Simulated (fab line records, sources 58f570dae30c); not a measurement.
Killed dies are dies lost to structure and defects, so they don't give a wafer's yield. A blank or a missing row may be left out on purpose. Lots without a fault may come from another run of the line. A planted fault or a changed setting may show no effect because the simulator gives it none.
fab line records | flow berkeley_cmos170
record lots=10 wafers=30 last_day=13
route steps=331 shown PWELL@48 SCREENOX@102 GATE@140 M2@272
lots that met no fault: from a run of the same line without faults
start_h: hours from the record's first day to the start of the lot's first wafer shown | wait_h: hours since the lot's step before | " the same as in the row above | L1.1+2: a row that stands for several wafers | - no value, or no start given | * or withheld: withheld | < > ~ a bound
route shown NAME@n: a module of which the file shows steps, and the number in the route of the first | usual: mean/standard deviation of fault-free wafers | same: alike in all rows | chamber/n: place in a boat | sites: the reading at each site | _std_site: their standard deviation | _edge_site: outer sites' mean less inner sites' | radius_mm: how far each site lies from the wafer's centre | mask NAME#n: copy n | behind: the tool/chamber that last shaped the wafer | hold: why the lot was held/for how many hours/how that ended | device: the transistor (n, p or np) that didn't switch | end of line: the same wafers' tests at the end of the route | a step without rows: its recipe alone | killed: dies lost to structure and defects at the first sort, not the wafer's yield | map: a wafer's dies, x killed, . not, _ none there
set.NAME: the setting as run; set.NAME@STEP: as run at that earlier step | model.NAME: the simulator's own value behind a step, which no gauge read
steps of the route over a sample of lots; a table a step, a row a wafer
services: from which hour (start_h, from the record's first day; less than 0 if before it) a tool's chamber was out of use, for how many hours, and why
## steps
# step UCB170_PWELL_ETCH_14
# recipe chemistry=CH3F/Ar/O2 target=Si3N4 stop_on=SiO2 CH3F_flow_sccm=20 Ar_flow_sccm=50 O2_flow_sccm=7 pressure_mtorr=50 rf_w=450 target_depth_a=2420 over_etch_frac=0.1 time_s=151
# usual drypump_motor_current_A=5.6/0.53 oes_product_au=0.947/0.018 throttle_valve_pct=8.03/0.17
# columns lot.wafer tool chamber start_h wait_h drypump_motor_current_A oes_product_au rf_hours_counter_h throttle_valve_pct
L233.2 rie_diel-02 0 50.53 0.0 6.4 0.923 31 8.02
L233.5 " 0 " " 6.4 0.919 - 8.02
L233.6 " 1 " " 6.2 0.948 - 7.88
L234.1 rie_diel-01 3 64.88 0.0 5.7 0.975 155 8.33
L234.2 " 0 " " 5.5 0.951 143 7.88
L234.5 " 2 " " 4.7 0.940 - 7.94
L239.1 rie_diel-03 3 85.26 0.0 5.2 0.942 121 8.12
L239.3 " 2 " " 4.8 0.957 2 7.87
L239.4 " 1 " " 5.9 0.946 41 8.32
L242.2 rie_diel-02 2 110.75 0.0 6.1 0.945 40 8.09
L242.3 " 0 " " 6.4 0.923 34 8.04
L242.5 " 0 " " 6.4 0.922 - 8.04
L248.3 rie_diel-02 1 133.67 0.0 6.2 0.942 3 7.86
L248.4 " 0 " " 6.4 0.925 36 8.02
L248.6 " 3 " " 6.1 0.933 - 8.21
L252.1 rie_diel-02 3 147.11 0.0 6.1 0.920 15 8.19
L252.2 " 1 " " 6.3 0.936 3 7.86
L252.5 " 0 " " 6.4 0.905 - 8.03
L250.1 rie_diel-01 0 147.21 0.0 5.5 0.940 147 7.88
L250.2 " 2 " " 4.7 0.948 76 7.94
L250.5 " 2 " " 4.7 0.939 - 7.95
L253.1 rie_diel-03 1 160.09 0.0 5.9 0.948 45 8.29
L253.4 " 2 " " 4.8 0.952 6 7.87
L253.5 " 1 " " 5.9 0.933 - 8.30
L255.3 rie_diel-01 3 167.88 0.0 5.7 0.954 1 8.32
L255.4 " 1 " " 5.8 0.971 16 8.01
L255.5 " 1 " " 5.8 0.967 - 8.01
L256.1 rie_diel-01 0 174.40 0.0 5.5 0.945 148 7.85
L256.2 " 1 " " 5.7 0.979 17 8.01
L256.4 " 2 " " 4.7 0.930 77 7.94
# step UCB170_SCREENOX_THK_MEAS_02
# recipe reads=SiO2_of_SCREENOX_OXIDATION_01
# usual SCREENOX_OXIDE_THK=14.39/0.26
# columns lot.wafer tool chamber start_h wait_h SCREENOX_OXIDE_THK[nm]
L234.1 film_metro-02 - 126.60 0.0 13.87
L234.2 " - " " 14.18
L234.5 " - " " 14.16
L233.2 film_metro-03 - 126.61 0.0 13.82
L233.5 " - " " 14.11
L233.6 " - " " 14.20
L239.1 film_metro-04 - 155.23 0.0 14.56
L239.3 " - " " 14.65
L239.4 " - " " 14.59
L242.2 film_metro-02 - 175.41 0.0 14.52
L242.3 " - " " 14.28
L242.5 " - " " 14.27
L248.3 film_metro-04 - 208.82 0.0 14.51
L248.4 " - " " 14.28
L248.6 " - " " 14.29
L252.1 film_metro-03 - 217.17 0.0 14.26
L252.2 " - " " 14.43
L252.5 " - " " 14.46
L250.1 film_metro-04 - 217.23 0.1 14.24
L250.2 " - " " 14.61
L250.5 " - " " 14.59
L253.1 film_metro-03 - 224.67 0.0 14.63
L253.4 " - " " 14.76
L253.5 " - " " 14.51
L256.1 film_metro-02 - 246.69 0.0 14.64
L256.2 " - " " 14.36
L256.4 " - " " 14.41
L255.3 film_metro-03 - 246.71 0.0 14.50
L255.4 " - " " 14.51
L255.5 " - " " 14.39
# step UCB170_GATE_ETCH_14
# recipe chemistry=N2/H2 target_depth_a=withheld overetch_a=withheld target=BARC time_s=withheld source_w=500 bias_w=100 pressure_mtorr=30 n2_flow_sccm=100 h2_flow_sccm=200
# usual drypump_motor_current_A=5.9/0.38 n2_flow_sccm=100.05/0.27 oes_product_au=0.987/0.015 throttle_valve_pct=13.26/0.18
# columns lot.wafer tool chamber start_h wait_h drypump_motor_current_A n2_flow_sccm oes_product_au throttle_valve_pct
L233.2 rie_diel-04 0 154.41 0.0 5.8 99.67 1.008 13.12
L233.5 " 3 " " 5.8 100.35 0.984 13.23
L233.6 " 2 " " 5.7 100.72 0.990 13.15
L234.1 rie_diel-02 2 154.68 0.0 6.1 100.06 1.009 13.32
L234.2 " 3 " " 6.1 100.06 0.966 13.63
L234.5 " 1 " " 6.2 100.00 0.971 13.05
L239.1 rie_diel-03 0 185.52 0.0 5.3 99.35 1.001 12.98
L239.3 " 3 " " 5.1 100.09 1.006 13.31
L239.4 " 1 " " 5.9 99.85 0.980 13.58
L242.2 rie_diel-02 3 198.29 0.0 6.1 100.02 0.980 13.60
L242.3 " 0 " " 6.4 99.52 0.966 13.35
L242.5 " 2 " " 6.1 100.17 1.000 13.32
L248.3 rie_diel-04 3 239.67 0.0 5.7 99.75 0.982 13.24
L248.4 " 3 " " 5.7 99.60 0.981 13.24
L248.6 " 1 " " 6.2 100.47 0.988 13.32
L252.1 rie_diel-04 1 244.77 0.0 6.2 100.24 0.997 13.33
L252.2 " 0 " " 5.8 100.17 0.984 13.19
L252.5 " 0 " " 5.8 100.19 0.980 13.17
L250.1 rie_diel-03 2 245.25 0.0 4.9 99.68 1.004 13.03
L250.2 " 3 " " 5.2 100.30 1.005 13.30
L250.5 " 0 " " 5.3 100.18 1.000 12.98
L253.1 rie_diel-02 2 251.05 0.0 6.1 100.28 1.003 13.32
L253.4 " 0 " " 6.4 99.90 0.959 13.35
L253.5 " 2 " " 6.1 100.39 1.005 13.34
L255.3 rie_diel-04 1 278.94 0.0 6.2 99.75 0.993 13.30
L255.4 " 2 " " 5.7 99.68 0.984 13.15
L255.5 " 3 " " 5.7 100.46 0.982 13.23
L256.1 rie_diel-02 0 279.06 0.0 6.4 100.41 0.965 13.35
L256.2 " 2 " " 6.1 100.19 1.011 13.32
L256.4 " 3 " " 6.1 100.12 0.978 13.61
# step UCB170_M2_SPUTTER_01
# recipe material=Al target_thk_nm=900 time_s=120 power_w=6000 chamber_pressure_pa=0.5
# usual throttle_valve_pct=30.2/1
# columns lot.wafer tool chamber start_h wait_h throttle_valve_pct
L234.1 pvd_sputter-03 - 191.24 0.0 28.6
L234.2 " - " " 30.8
L234.5 " - " " 31.1
L233.2 pvd_sputter-01 - 195.35 0.0 30.6
L233.5 " - " " 32.7
L233.6 " - " " 30.7
L239.1 pvd_sputter-03 - 218.46 0.0 30.1
L239.3 " - " " 30.9
L239.4 " - " " 28.9
L242.2 pvd_sputter-03 - 227.34 0.0 29.8
L242.3 " - " " 30.9
L242.5 " - " " 30.9
L248.3 pvd_sputter-01 - 268.58 0.0 30.8
L248.4 " - " " 30.1
L248.6 " - " " 30.5
L252.1 pvd_sputter-02 - 273.75 0.0 28.1
L252.2 " - " " 30.0
L252.5 " - " " 31.1
L250.1 pvd_sputter-02 - 277.05 0.0 31.1
L250.2 " - " " 29.9
L250.5 " - " " 29.9
L253.1 pvd_sputter-01 - 281.39 0.0 30.5
L253.4 " - " " 32.7
L253.5 " - " " 30.7
L255.3 pvd_sputter-03 - 313.26 0.0 30.9
L255.4 " - " " 28.9
L255.5 " - " " 30.7
L256.1 pvd_sputter-03 - 313.90 0.0 30.1
L256.2 " - " " 31.0
L256.4 " - " " 28.9
# step UCB170_M2_RS_MEAS_02
# recipe thk_meas_gauge=four-point-probe reads=Al_of_M2_SPUTTER_01
# usual M2_AL_RS=0.0322/0.00037
# columns lot.wafer tool chamber start_h wait_h M2_AL_RS[ohm/sq]
L234.1 film_metro-01 - 191.32 0.0 0.0320
L234.2 " - " " 0.0320
L234.5 " - " " 0.0317
L233.2 film_metro-03 - 195.46 0.1 0.0321
L233.5 " - " " 0.0320
L233.6 " - " " 0.0319
L239.1 film_metro-03 - 218.55 0.0 0.0338
L239.3 " - " " 0.0336
L239.4 " - " " 0.0342
L242.2 film_metro-03 - 227.45 0.1 0.0338
L242.3 " - " " 0.0333
L242.5 " - " " 0.0334
L248.3 film_metro-01 - 268.70 0.1 0.0325
L248.4 " - " " 0.0322
L248.6 " - " " 0.0323
L252.1 film_metro-02 - 273.83 0.0 0.0319
L252.2 " - " " 0.0330
L252.5 " - " " 0.0328
L250.1 film_metro-03 - 277.14 0.0 0.0324
L250.2 " - " " 0.0326
L250.5 " - " " 0.0326
L253.1 film_metro-03 - 281.47 0.0 0.0320
L253.4 " - " " 0.0318
L253.5 " - " " 0.0319
L255.3 film_metro-01 - 313.39 0.1 0.0319
L255.4 " - " " 0.0320
L255.5 " - " " 0.0321
L256.1 film_metro-02 - 313.98 0.0 0.0325
L256.2 " - " " 0.0323
L256.4 " - " " 0.0323
# step UCB170_M2_THK_MEAS_03
# recipe thk_meas_gauge=xrf reads=Al_of_M2_SPUTTER_01
# usual M2_AL_THK=903/10
# columns lot.wafer tool chamber start_h wait_h M2_AL_THK[nm]
L234.1 film_metro-01 - 191.44 0.1 900
L234.2 " - " " 905
L234.5 " - " " 913
L233.2 film_metro-03 - 195.57 0.1 904
L233.5 " - " " 901
L233.6 " - " " 909
L239.1 film_metro-03 - 218.67 0.1 862
L239.3 " - " " 865
L239.4 " - " " 856
L242.2 film_metro-03 - 227.56 0.1 866
L242.3 " - " " 876
L242.5 " - " " 877
L248.3 film_metro-01 - 268.80 0.1 889
L248.4 " - " " 899
L248.6 " - " " 895
L252.1 film_metro-02 - 273.95 0.1 913
L252.2 " - " " 889
L252.5 " - " " 892
L250.1 film_metro-03 - 277.26 0.1 896
L250.2 " - " " 896
L250.5 " - " " 893
L253.1 film_metro-03 - 281.59 0.1 910
L253.4 " - " " 916
L253.5 " - " " 914
L255.3 film_metro-01 - 313.49 0.1 906
L255.4 " - " " 902
L255.5 " - " " 904
L256.1 film_metro-02 - 314.10 0.1 904
L256.2 " - " " 901
L256.4 " - " " 900
## services
# columns tool chamber start_h hours kind
rie_diel-03 - 28.27 0.6 repair
rie_diel-01 - 32.32 2.8 pm
rie_diel-04 1 41.01 2.6 repair
rie_diel-01 1 44.38 37.6 repair
rie_diel-01 0 55.87 8.0 repair
rie_diel-02 3 75.11 7.0 repair
rie_diel-04 2 81.43 3.5 repair
rie_diel-01 - 93.73 0.9 repair
pvd_sputter-03 - 110.33 4.0 repair
rie_diel-04 3 147.08 3.6 repair
rie_diel-03 - 154.90 2.8 pm
rie_diel-04 2 164.47 11.1 repair
rie_diel-03 0 164.72 3.6 repair
rie_diel-01 1 176.42 29.1 repair
rie_diel-04 3 178.35 5.9 repair
rie_diel-04 2 178.94 10.1 repair
rie_diel-03 2 186.21 21.3 repair
rie_diel-04 1 205.23 3.7 repair
rie_diel-01 1 215.62 7.8 repair
rie_diel-04 0 235.45 5.3 repair
rie_diel-02 - 237.10 2.8 pm
pvd_sputter-03 - 248.27 2.1 repair
rie_diel-03 2 281.07 17.1 repair
rie_diel-04 2 303.52 14.3 repair
## key
first_sign step=UCB170_M2_RS_MEAS_02 reading=M2_AL_RS direction=up sigmas=4 usual=0.0322 struck=0.0337
effect step=UCB170_M2_THK_MEAS_03 reading=M2_AL_THK direction=down sigmas=3.6 usual=903 struck=867
met_at UCB170_M2_SPUTTER_01
struck_lots L239,L242
sort_left_out L239.1,L239.3,L239.4
not_acting_at UCB170_PWELL_ETCH_14,UCB170_SCREENOX_THK_MEAS_02,UCB170_GATE_ETCH_14
onset_between 191.24 218.46
fault kind=process_parameter_drift tool=pvd_sputter-03 chamber=- onset_h=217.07 steps=UCB170_M2_SPUTTER_01 channel=time_s offset=* shape=step end_h=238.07 acts_in=* stated=*
# sort_left_out: the simulated sort isn't trusted on such a fault, so these wafers' sort isn't shown, and their yield isn't known
